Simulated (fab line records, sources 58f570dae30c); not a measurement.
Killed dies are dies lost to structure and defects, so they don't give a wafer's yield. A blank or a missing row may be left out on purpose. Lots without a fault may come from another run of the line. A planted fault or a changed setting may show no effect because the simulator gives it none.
Which tool did it? | flow berkeley_cmos170 | 14 lots, 42 wafers sampled, at 1 step of a route of 331

WHAT THE GAUGES READ, wafer by wafer
The record holds no reading of a measuring or inspecting step that can be judged against a usual standard deviation.

WHICH TOOL RAN EACH LOT (tool, then ch and the chambers of the sampled wafers, then the start)
lot  | UCB170_PWELL_STRIP_16
L116 | plasma_asher-02 ch 0,1, day 3 10:05
L117 | plasma_asher-02 ch 0,1, day 4 06:54
L119 | plasma_asher-04 ch 0,1, day 4 07:10
L120 | plasma_asher-01 ch 0,1, day 4 08:25
L121 | plasma_asher-04 ch 0,1, day 4 08:43
L123 | plasma_asher-02 ch 0,1, day 4 14:12
L125 | plasma_asher-02 ch 0,1, day 5 06:28
L126 | plasma_asher-01 ch 0,1, day 5 06:30
L129 | plasma_asher-02 ch 0,1, day 5 14:18
L128 | plasma_asher-02 ch 0,1, day 5 14:29
L134 | plasma_asher-02 ch 0,1, day 6 22:37
L136 | plasma_asher-04 ch 0,1, day 7 20:26
L137 | plasma_asher-02 ch 0,1, day 8 03:23
L139 | plasma_asher-04 ch 0,1, day 8 13:13
- UCB170_PWELL_STRIP_16: strips in O2.

WHAT THE TOOLS THEMSELVES READ (means of the sampled wafers that have a number; where no wafer has one, the mark that the record gives instead)
UCB170_PWELL_STRIP_16. Usual: drypump_motor_current_A 5.5 A, standard deviation 0.46; oes_product_au 0.720 a.u., standard deviation 0.0041; strip_time_to_endpoint_s 18.01 s, standard deviation 0.084.
lot  | tool            | drypump_motor_current_A (A) | oes_product_au (a.u.) | strip_time_to_endpoint_s (s) | flag
L116 | plasma_asher-02 | 5.8                         | 0.720                 | 18.08                        |
L117 | plasma_asher-02 | 5.5                         | 0.718                 | 17.91                        |
L119 | plasma_asher-04 | 5.1                         | 0.719                 | 17.89                        |
L120 | plasma_asher-01 | 5.6                         | 0.718                 | 18.04                        |
L121 | plasma_asher-04 | 5.1                         | 0.720                 | 18.04                        |
L123 | plasma_asher-02 | 5.8                         | 0.722                 | 18.02                        |
L125 | plasma_asher-02 | 5.5                         | 0.723                 | 18.06                        |
L126 | plasma_asher-01 | 5.9                         | 0.717                 | 17.96                        |
L129 | plasma_asher-02 | 5.8                         | 0.722                 | 18.02                        |
L128 | plasma_asher-02 | 5.8                         | 0.721                 | 18.04                        |
L134 | plasma_asher-02 | 5.8                         | 0.662                 | 18.01                        | OFF
L136 | plasma_asher-04 | 5.1                         | 0.722                 | 17.96                        |
L137 | plasma_asher-02 | 5.5                         | 0.662                 | 18.02                        | OFF
L139 | plasma_asher-04 | 5.1                         | 0.720                 | 18.01                        |

THE ANSWER, worked out from the rows above alone
Rule: a lot is off if the mean of its wafers that have a number lies more than 3 standard deviations from the usual mean. A lot without any number at a reading at which 4 lots or more have one is off too. The other lots that the step has rows for count as sound. The gauges are gone through in route order, then the tools' own readings, and for those a lot's mean is taken as printed above. The first step at which some lot is off is used, and at that step the reading that is off furthest; a lot without a number counts as furthest.
Off: L134, L137, at UCB170_PWELL_STRIP_16 (oes_product_au).
A tool fits if, at that step or a process step before it, it ran every lot that is off, and no sound lot after the first of them. One fits: plasma_asher-02 at UCB170_PWELL_STRIP_16. Its last sound lot is L128 (day 5 14:29), its first lot that is off L134 (day 6 22:37): a fault that began between those two fits.
The tool's own readings at UCB170_PWELL_STRIP_16 bear it out: on the lots that are off they differ by more than 5 times the standard deviation of the sound lots' means. oes_product_au reads 0.662 a.u. there against 0.720 a.u. on the sound lots.

WHAT THE SIMULATOR HAD PUT IN
Process parameter drift: plasma_asher-02, from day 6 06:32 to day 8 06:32, at UCB170_PWELL_STRIP_16. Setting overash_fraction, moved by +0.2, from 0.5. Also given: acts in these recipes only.
Lots struck among those shown: L134, L137. The rule above found the same.
